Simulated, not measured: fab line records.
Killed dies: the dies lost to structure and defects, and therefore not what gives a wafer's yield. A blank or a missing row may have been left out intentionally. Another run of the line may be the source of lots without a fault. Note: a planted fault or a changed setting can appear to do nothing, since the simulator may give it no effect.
The same fault as seen by 2 desks :: flow berkeley_cmos170 :: each desk holds nothing but its own numbers, with what lay behind them at the end

== AT THE TOOL OWNER'S DESK: pvd_sputter-02 ==
The tool's own readings at UCB170_M2_SPUTTER_01 (material Al, target thk 900 nm, time 120 s): means of the sampled wafers that have a number, for each lot that ran on this tool. Marked OUT: a lot whose mean sits more than 4 standard deviations from the usual mean, which makes it out of limits; the brackets give that distance.
Columns: A = throttle_valve_pct at UCB170_M2_SPUTTER_01, usual 30.5 %
lot: L610
first seen here: day 10 20:48
A: 30.4

lot: L613
first seen here: day 11 01:07
A: 30.1

lot: L618
first seen here: day 12 00:56
A: 30.2

lot: L625
first seen here: day 13 05:40
A: 31.6

lot: L627
first seen here: day 14 02:06
A: 31.2
This desk found nothing out of limits on any of the 5 lots.

== FROM THE METROLOGY DESK ==
What the gauges read for every lot (on any tool): the sampled wafers with a number, averaged. Marked OUT: a lot whose mean sits more than 4 standard deviations from the usual mean, which makes it out of limits; the brackets give that distance.
Columns: A = M2_AL_RS at UCB170_M2_RS_MEAS_02, usual 0.0322 ohm/sq; B = M2_AL_THK at UCB170_M2_THK_MEAS_03, usual 890 nm
lot: L606
first seen here: day 9 09:56
A: 0.0323
B: 889

lot: L607
first seen here: day 9 12:22
A: 0.0323
B: 880

lot: L608
first seen here: day 10 04:20
A: 0.0322
B: 878

lot: L610
first seen here: day 10 20:55
A: 0.0322
B: 887

lot: L609
first seen here: day 10 22:50
A: 0.0322
B: 895

lot: L612
first seen here: day 11 01:07
A: 0.0325
B: 888

lot: L613
first seen here: day 11 01:12
A: 0.0320
B: 883

lot: L614
first seen here: day 11 09:34
A: 0.0321
B: 898

lot: L615
first seen here: day 11 11:29
A: 0.0314
B: 919

lot: L619
first seen here: day 12 00:46
A: 0.0321
B: 890

lot: L618
first seen here: day 12 01:03
A: 0.0323
B: 884

lot: L625
first seen here: day 13 05:45
A: 0.0350 (+8.2) OUT
B: 812 (-6.5) OUT

lot: L628
first seen here: day 14 00:34
A: 0.0324
B: 890

lot: L627
first seen here: day 14 02:11
A: 0.0340 (+5.4) OUT
B: 849
This desk reports L625, L627 out of limits; the earliest was L625 at day 13 05:45 (M2_AL_RS at UCB170_M2_RS_MEAS_02). Within limits: L606, L607, L608, L610, L609, L612, L613, L614, L615, L619, L618, L628.

== PUT TOGETHER ==
At day 13 05:45 the metrology desk could have sounded an alarm, on L625, L627.
The tool owner's desk saw nothing out of limits.
The tool owner's desk has L625, L627 on record, within its limits.
UCB170_M2_SPUTTER_01 was run on pvd_sputter-02 by each of the lots named.

== WHAT THE SIMULATOR HAD INSERTED ==
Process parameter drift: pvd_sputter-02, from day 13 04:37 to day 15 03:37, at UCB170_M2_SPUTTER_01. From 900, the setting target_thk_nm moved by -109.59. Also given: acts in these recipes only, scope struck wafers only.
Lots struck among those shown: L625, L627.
Delay in hours, fault start to first out-of-limits reading, per desk: metrology desk 1.
